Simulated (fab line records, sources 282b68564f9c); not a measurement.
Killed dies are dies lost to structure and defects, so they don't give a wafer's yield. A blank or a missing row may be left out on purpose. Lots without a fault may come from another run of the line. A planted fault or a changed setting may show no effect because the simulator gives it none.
Which tool did it? | flow rit_cmos | 7 lots, 21 wafers sampled, at 2 steps of a route of 202

WHAT THE GAUGES READ, wafer by wafer
RIT_PRETRO_TW_MEAS_10.
lot  | measured    | on            | PRETRO_TW
L199 | day 2 15:26 | film_metro-01 | 468 465 465
L201 | day 3 00:11 | film_metro-03 | 480 475 475
L203 | day 3 14:37 | film_metro-03 | 476 475 478
L205 | day 3 23:31 | film_metro-01 | 467 469 467
L211 | day 5 05:41 | film_metro-01 | 472 471 472
L216 | day 6 05:49 | film_metro-01 | 465 469 468
L221 | day 7 06:18 | film_metro-03 | 472 473 475

WHICH TOOL RAN EACH LOT (tool, then ch and the chambers of the sampled wafers, then the start)
lot  | RIT_PRETRO_IMPLANT_08
L199 | implanter-01 ch 0, day 2 15:08
L201 | implanter-01 ch 0, day 2 23:54
L203 | implanter-04 ch 0, day 3 14:19
L205 | implanter-03 ch 0, day 3 23:13
L211 | implanter-03 ch 0, day 5 05:21
L216 | implanter-04 ch 0, day 6 05:32
L221 | implanter-03 ch 0, day 7 05:58
- RIT_PRETRO_IMPLANT_08

THE ANSWER, worked out from the rows above alone
Rule: what is usual is taken from the lots themselves. Put in order of their means at a reading, lots are off if they are a third of the lots or fewer, leave a main group of 4 or more, and stand apart from it by a gap of 3 or more times the standard deviation of the main group's means; of several such gaps the widest counts. A main group whose means are all the same, to the digits that the tables above print for the reading, isn't used. A lot without any number at a reading at which 4 lots or more have one is off too. The other lots that the step has rows for count as sound.
No lot is off at any reading shown: from this, nothing can be told.

WHAT THE SIMULATOR HAD PUT IN
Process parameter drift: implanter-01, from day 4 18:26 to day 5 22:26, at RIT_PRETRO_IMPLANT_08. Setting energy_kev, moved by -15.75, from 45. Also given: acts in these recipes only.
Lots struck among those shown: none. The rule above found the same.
